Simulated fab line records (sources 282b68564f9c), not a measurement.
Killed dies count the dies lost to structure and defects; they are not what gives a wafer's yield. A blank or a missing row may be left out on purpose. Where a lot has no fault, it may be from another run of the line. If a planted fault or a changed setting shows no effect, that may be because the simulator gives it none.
fab line records + flow rit_cmos + part 2 of 2: steps 34 to 44 of 44
[record]
- lots = 5
- wafers = 15
- last_day = 7
route steps=202 shown GATE@97 REOX@98 NLDD@103 PLDD@114 SPACER@125 NSD@131
lots that met no fault: from a run of the same line without faults
start_h: hours from the record's first day to the start of the lot's first wafer shown + wait_h: hours from the lot's prior step to this one + " repeats the value in the row above + L1.1+2: one row covering several wafers at once + - value missing, or start not given + * or withheld: withheld + < > ~ a bound
route shown NAME@n: names a module that has steps shown in the file, with the first one's number in the route + usual: the fault-free wafers' mean and standard deviation + same: alike in all rows + chamber/n: place in a boat + sites: readings site by site + _std_site: how widely they spread, as a standard deviation + _edge_site: outer sites' mean less inner sites' + radius_mm: how far each site lies from the wafer's centre + mask NAME#n: copy n + behind: the tool/chamber that last shaped the wafer + hold: why the lot went on hold/how many hours it stayed there/how the hold came to an end + device: the transistor (n, p or np) that didn't switch + end of line: the same wafers' tests at the end of the route + where a step has no rows: the recipe by itself + killed: not the wafer's yield, but the dies lost to structure and defects at the first sort + map: dies across one wafer; x = killed, . = not, _ = none there
set.NAME: the setting the step ran with; set.NAME@STEP: the setting that earlier step ran with + model.NAME: the simulator's own value behind a step, which no gauge read
certain route steps with their lots: each step a table, each wafer a row
services: from which hour (start_h, from the record's first day; less than 0 if before it) a tool's chamber was out of use, for how many hours, and why
[[steps]]
[step RIT_SPACER_ETCHBACK_05]
[recipe]
- target_depth_a = 2500
- SF6_flow_sccm = 30
- CHF3_flow_sccm = 30
- target = Si3N4
- chemistry = SF6/CHF3
- pressure_mtorr = 40
- rf_w = 250
- time_s = 240
- stop_on = SiO2
[usual]
- drypump_motor_current_A = 5.9/0.45
- oes_product_au = 0.843/0.012
- throttle_valve_pct = 10.24/0.11
| lot.wafer | tool        | chamber | start_h | wait_h | drypump_motor_current_A | oes_product_au | rf_hours_counter_h | throttle_valve_pct |
|-----------|-------------|---------|---------|--------|-------------------------|----------------|--------------------|--------------------|
| L077.1    | rie_diel-04 | 3       | 64.45   | 0.1    | 6.0                     | 0.829          | 7                  | 10.24              |
| L077.3    | "           | 1       | "       | "      | 5.8                     | 0.833          | 130                | 10.27              |
| L077.5    | "           | 1       | "       | "      | 5.8                     | 0.831          | -                  | 10.27              |
| L082.2    | rie_diel-04 | 3       | 92.20   | 0.0    | 6.0                     | 0.847          | 8                  | 10.24              |
| L082.4    | "           | 2       | "       | "      | 5.4                     | 0.845          | 5                  | 10.28              |
| L082.5    | "           | 0       | "       | "      | 6.3                     | 0.821          | -                  | 10.46              |
| L083.4    | rie_diel-02 | 1       | 98.80   | 0.0    | 6.4                     | 0.851          | 59                 | 10.19              |
| L083.5    | "           | 0       | "       | "      | 5.9                     | 0.857          | -                  | 10.14              |
| L083.6    | "           | 1       | "       | "      | 6.4                     | 0.846          | -                  | 10.19              |
| L092.2    | rie_diel-03 | 3       | 139.94  | 0.0    | 5.2                     | 0.848          | 141                | 10.26              |
| L092.3    | "           | 0       | "       | "      | 6.5                     | 0.847          | 74                 | 10.18              |
| L092.5    | "           | 3       | "       | "      | 5.2                     | 0.836          | -                  | 10.25              |
| L095.1    | rie_diel-03 | 2       | 151.84  | 0.1    | 5.4                     | 0.846          | 41                 | 10.17              |
| L095.3    | "           | 1       | "       | "      | 6.4                     | 0.845          | 30                 | 10.31              |
| L095.5    | "           | 2       | "       | "      | 5.4                     | 0.850          | -                  | 10.18              |
[step RIT_NSD_HMDS_00]
[recipe]
- prime_time_s = 60
- prime_temp_c = 140
| lot.wafer  | tool           | chamber | start_h | wait_h |
|------------|----------------|---------|---------|--------|
| L077.1+3+5 | litho_track-02 | 0       | 64.60   | 0.1    |
| L082.2+4+5 | litho_track-02 | 0       | 92.37   | 0.1    |
| L083.4+5+6 | litho_track-03 | 0       | 99.03   | 0.1    |
| L092.2+3+5 | litho_track-02 | 0       | 140.12  | 0.1    |
| L095.1+3+5 | litho_track-03 | 0       | 151.99  | 0.1    |
[step RIT_NSD_COAT_01]
[recipe]
- resist = NOVOLAK
- spin_rpm = 3250
- resist_thk_nm = 1000
| lot.wafer  | tool           | chamber | start_h | wait_h |
|------------|----------------|---------|---------|--------|
| L077.1+3+5 | litho_track-02 | 0       | 64.75   | 0.1    |
| L082.2+4+5 | litho_track-02 | 0       | 92.52   | 0.1    |
| L083.4+5+6 | litho_track-03 | 0       | 99.18   | 0.1    |
| L092.2+3+5 | litho_track-02 | 0       | 140.27  | 0.1    |
| L095.1+3+5 | litho_track-03 | 0       | 152.14  | 0.1    |
[step RIT_NSD_SOFTBAKE_02]
[recipe]
- resist = NOVOLAK
- temp_c = 90
- time_s = 60
[usual]
- heater_power_total_W = 34.56/0.046
| lot.wafer | tool           | chamber | start_h | wait_h | heater_power_total_W |
|-----------|----------------|---------|---------|--------|----------------------|
| L077.1    | litho_track-02 | 0       | 64.90   | 0.1    | 34.54                |
| L077.3    | "              | 0       | "       | "      | 34.57                |
| L077.5    | "              | 0       | "       | "      | 34.49                |
| L082.2    | litho_track-02 | 0       | 92.67   | 0.1    | 34.56                |
| L082.4    | "              | 0       | "       | "      | 34.54                |
| L082.5    | "              | 0       | "       | "      | 34.50                |
| L083.4    | litho_track-03 | 0       | 99.33   | 0.1    | 34.58                |
| L083.5    | "              | 0       | "       | "      | 34.60                |
| L083.6    | "              | 0       | "       | "      | 34.55                |
| L092.2    | litho_track-02 | 0       | 140.42  | 0.1    | 34.64                |
| L092.3    | "              | 0       | "       | "      | 34.51                |
| L092.5    | "              | 0       | "       | "      | 34.60                |
| L095.1    | litho_track-03 | 0       | 152.29  | 0.1    | 34.53                |
| L095.3    | "              | 0       | "       | "      | 34.60                |
| L095.5    | "              | 0       | "       | "      | 34.64                |
[step RIT_NSD_EXPOSE_03]
[recipe]
- mask_id = M9
- na = 0.57
- target_cd_nm = 40700
- dose_mj = 250
[usual]
- focus_offset_nm = 0.0/0.47
| lot.wafer | tool             | chamber | start_h | wait_h | mask | focus_offset_nm |
|-----------|------------------|---------|---------|--------|------|-----------------|
| L077.1    | iline_stepper-01 | 0       | 65.05   | 0.1    | M9#0 | 0.7             |
| L077.3    | "                | 0       | "       | "      | M9#0 | 0.5             |
| L077.5    | "                | 0       | "       | "      | M9#0 | 0.7             |
| L082.2    | iline_stepper-01 | 0       | 92.82   | 0.1    | M9#0 | 0.1             |
| L082.4    | "                | 0       | "       | "      | M9#0 | 0.0             |
| L082.5    | "                | 0       | "       | "      | M9#0 | -0.1            |
| L083.4    | iline_stepper-01 | 0       | 99.46   | 0.1    | M9#0 | -0.3            |
| L083.5    | "                | 0       | "       | "      | M9#0 | 0.2             |
| L083.6    | "                | 0       | "       | "      | M9#0 | -0.2            |
| L092.2    | iline_stepper-02 | 0       | 140.69  | 0.2    | M9#0 | -0.4            |
| L092.3    | "                | 0       | "       | "      | M9#0 | -0.5            |
| L092.5    | "                | 0       | "       | "      | M9#0 | -1.1            |
| L095.1    | iline_stepper-02 | 0       | 152.44  | 0.1    | M9#0 | 0.1             |
| L095.3    | "                | 0       | "       | "      | M9#0 | -0.9            |
| L095.5    | "                | 0       | "       | "      | M9#0 | -0.3            |
[step RIT_NSD_PEB_04]
[recipe]
- resist = NOVOLAK
- temp_c = withheld
- time_s = withheld
| lot.wafer  | tool           | chamber | start_h | wait_h |
|------------|----------------|---------|---------|--------|
| L077.1+3+5 | litho_track-03 | 0       | 65.17   | 0.1    |
| L082.2+4+5 | litho_track-02 | 0       | 92.94   | 0.1    |
| L083.4+5+6 | litho_track-02 | 0       | 99.65   | 0.2    |
| L092.2+3+5 | litho_track-03 | 0       | 140.81  | 0.1    |
| L095.1+3+5 | litho_track-02 | 0       | 152.55  | 0.1    |
[step RIT_NSD_DEVELOP_05]
[recipe]
- resist = NOVOLAK
- develop_time_s = 50
- dev_temp_c = 23
| lot.wafer  | tool           | chamber | start_h | wait_h |
|------------|----------------|---------|---------|--------|
| L077.1+3+5 | litho_track-03 | 0       | -       | -      |
| L082.2+4+5 | litho_track-02 | 0       | -       | -      |
| L083.4+5+6 | litho_track-02 | 0       | -       | -      |
| L092.2+3+5 | litho_track-03 | 0       | -       | -      |
| L095.1+3+5 | litho_track-02 | 0       | -       | -      |
[step RIT_NSD_OVL_MEAS_06]
[usual]
- NSD_OVL = 0.2/1.5
| lot.wafer | tool       | chamber | start_h | wait_h | NSD_OVL[nm] |
|-----------|------------|---------|---------|--------|-------------|
| L077.1    | overlay-02 | -       | 65.45   | -      | 0.3         |
| L077.3    | "          | -       | "       | "      | 0.1         |
| L077.5    | "          | -       | "       | "      | 1.6         |
| L082.2    | overlay-01 | -       | 93.20   | -      | -1.3        |
| L082.4    | "          | -       | "       | "      | 0.3         |
| L082.5    | "          | -       | "       | "      | -0.1        |
| L083.4    | overlay-02 | -       | 99.88   | -      | 2.5         |
| L083.5    | "          | -       | "       | "      | 1.1         |
| L083.6    | "          | -       | "       | "      | -1.2        |
| L092.2    | overlay-02 | -       | 141.07  | -      | -1.5        |
| L092.3    | "          | -       | "       | "      | -0.9        |
| L092.5    | "          | -       | "       | "      | -1.2        |
| L095.1    | overlay-02 | -       | 152.84  | -      | -0.2        |
| L095.3    | "          | -       | "       | "      | 0.1         |
| L095.5    | "          | -       | "       | "      | -0.4        |
[step RIT_NSD_HARDBAKE_07]
[recipe]
- resist = NOVOLAK
- temp_c = 140
- time_s = 60
[usual]
- heater_power_total_W = 62.55/0.046
| lot.wafer | tool           | chamber | start_h | wait_h | heater_power_total_W |
|-----------|----------------|---------|---------|--------|----------------------|
| L077.1    | litho_track-03 | 0       | 65.49   | 0.0    | 62.60                |
| L077.3    | "              | 0       | "       | "      | 62.59                |
| L077.5    | "              | 0       | "       | "      | 62.58                |
| L082.2    | litho_track-03 | 0       | 93.26   | 0.0    | 62.53                |
| L082.4    | "              | 0       | "       | "      | 62.55                |
| L082.5    | "              | 0       | "       | "      | 62.57                |
| L083.4    | litho_track-01 | 0       | 99.97   | 0.1    | 62.54                |
| L083.5    | "              | 0       | "       | "      | 62.55                |
| L083.6    | "              | 0       | "       | "      | 62.57                |
| L092.2    | litho_track-02 | 0       | 141.13  | 0.0    | 62.58                |
| L092.3    | "              | 0       | "       | "      | 62.60                |
| L092.5    | "              | 0       | "       | "      | 62.60                |
| L095.1    | litho_track-01 | 0       | 152.87  | 0.0    | 62.56                |
| L095.3    | "              | 0       | "       | "      | 62.62                |
| L095.5    | "              | 0       | "       | "      | 62.63                |
[step RIT_NSD_IMPLANT_08]
[recipe]
- species = P
- energy_kev = 25
- dose_cm2 = 1e+15
- tilt_deg = 7
[usual]
- dose_ions_cm2 = 1.0001e+15/1.1e+12
| lot.wafer | tool         | chamber | start_h | wait_h | dose_ions_cm2 |
|-----------|--------------|---------|---------|--------|---------------|
| L077.1    | implanter-01 | 0       | 65.64   | 0.1    | 9.986e+14     |
| L077.3    | "            | 0       | "       | "      | 9.996e+14     |
| L077.5    | "            | 0       | "       | "      | 9.996e+14     |
| L082.2    | implanter-03 | 0       | 93.41   | 0.1    | 9.998e+14     |
| L082.4    | "            | 0       | "       | "      | 1.001e+15     |
| L082.5    | "            | 0       | "       | "      | 1.001e+15     |
| L083.4    | implanter-01 | 0       | 100.12  | 0.1    | 1e+15         |
| L083.5    | "            | 0       | "       | "      | 9.987e+14     |
| L083.6    | "            | 0       | "       | "      | 9.995e+14     |
| L092.2    | implanter-01 | 0       | 141.28  | 0.1    | 9.999e+14     |
| L092.3    | "            | 0       | "       | "      | 9.992e+14     |
| L092.5    | "            | 0       | "       | "      | 9.997e+14     |
| L095.1    | implanter-01 | 0       | 153.02  | 0.1    | 1.0008e+15    |
| L095.3    | "            | 0       | "       | "      | 1.0004e+15    |
| L095.5    | "            | 0       | "       | "      | 1.001e+15     |
[step RIT_NSD_STRIP_09]
[recipe]
- chemistry = O2
- time_s = 180
- resist = NOVOLAK
- platen_temp_c = withheld
- power_w = 500
- pressure_mtorr = 4000
- o2_flow_sccm = 4000
[usual]
- drypump_motor_current_A = 5.8/0.61
| lot.wafer | tool            | chamber | start_h | wait_h | drypump_motor_current_A | rf_hours_counter_h |
|-----------|-----------------|---------|---------|--------|-------------------------|--------------------|
| L077.1    | plasma_asher-04 | 0       | 65.79   | 0.1    | 5.8                     | 44                 |
| L077.3    | "               | 1       | "       | "      | 6.9                     | -                  |
| L077.5    | "               | 1       | "       | "      | 6.9                     | -                  |
| L082.2    | plasma_asher-02 | 0       | 93.53   | 0.1    | 5.6                     | 44                 |
| L082.4    | "               | 1       | "       | "      | 5.4                     | -                  |
| L082.5    | "               | 0       | "       | "      | 5.6                     | -                  |
| L083.4    | plasma_asher-02 | 1       | 100.25  | 0.1    | 5.4                     | -                  |
| L083.5    | "               | 1       | "       | "      | 5.4                     | -                  |
| L083.6    | "               | 0       | "       | "      | 5.5                     | -                  |
| L092.2    | plasma_asher-02 | 1       | 141.40  | 0.1    | 5.4                     | 49                 |
| L092.3    | "               | 0       | "       | "      | 5.6                     | -                  |
| L092.5    | "               | 1       | "       | "      | 5.4                     | -                  |
| L095.1    | plasma_asher-03 | 1       | 153.17  | 0.1    | 5.1                     | 4                  |
| L095.3    | "               | 0       | "       | "      | 5.2                     | -                  |
| L095.5    | "               | 0       | "       | "      | 5.2                     | -                  |
[[services]]
| tool             | chamber | start_h | hours | kind           |
|------------------|---------|---------|-------|----------------|
| rie_diel-04      | 1       | 39.31   | 4.1   | repair         |
| plasma_asher-01  | -       | 40.98   | 2.3   | repair         |
| plasma_asher-02  | -       | 41.58   | 7.8   | repair         |
| rie_diel-03      | -       | 57.93   | 0.6   | repair         |
| lpcvd-01         | -       | 71.93   | 17.2  | pm             |
| rie_diel-02      | 0       | 76.36   | -     | clean          |
| rie_diel-02      | 0       | 76.36   | 14.8  | scheduled_down |
| rie_diel-02      | 0       | 76.36   | 14.8  | vent_cycle     |
| rie_diel-02      | 3       | 87.02   | 10.5  | repair         |
| rie_diel-03      | 0       | 98.90   | 9.8   | repair         |
| implanter-01     | -       | 105.08  | 2.3   | pm             |
| plasma_asher-03  | -       | 108.75  | 9.0   | pm             |
| plasma_asher-03  | 0       | 108.75  | 9.0   | vent_cycle     |
| plasma_asher-03  | 1       | 108.75  | 9.0   | vent_cycle     |
| rie_diel-03      | 0       | 109.05  | 15.7  | repair         |
| plasma_asher-02  | -       | 109.58  | 2.8   | pm             |
| rie_diel-02      | -       | 115.48  | 14.6  | pm             |
| plasma_asher-03  | 0       | 117.75  | -     | clean          |
| plasma_asher-03  | 1       | 117.75  | -     | clean          |
| rie_diel-04      | 1       | 119.63  | 19.8  | repair         |
| lpcvd-02         | -       | 121.59  | 6.0   | pm             |
| iline_stepper-02 | 0       | 129.58  | -     | calibration    |
| rie_diel-04      | -       | 147.09  | 2.1   | repair         |
| rie_diel-04      | 3       | 149.39  | 15.2  | repair         |
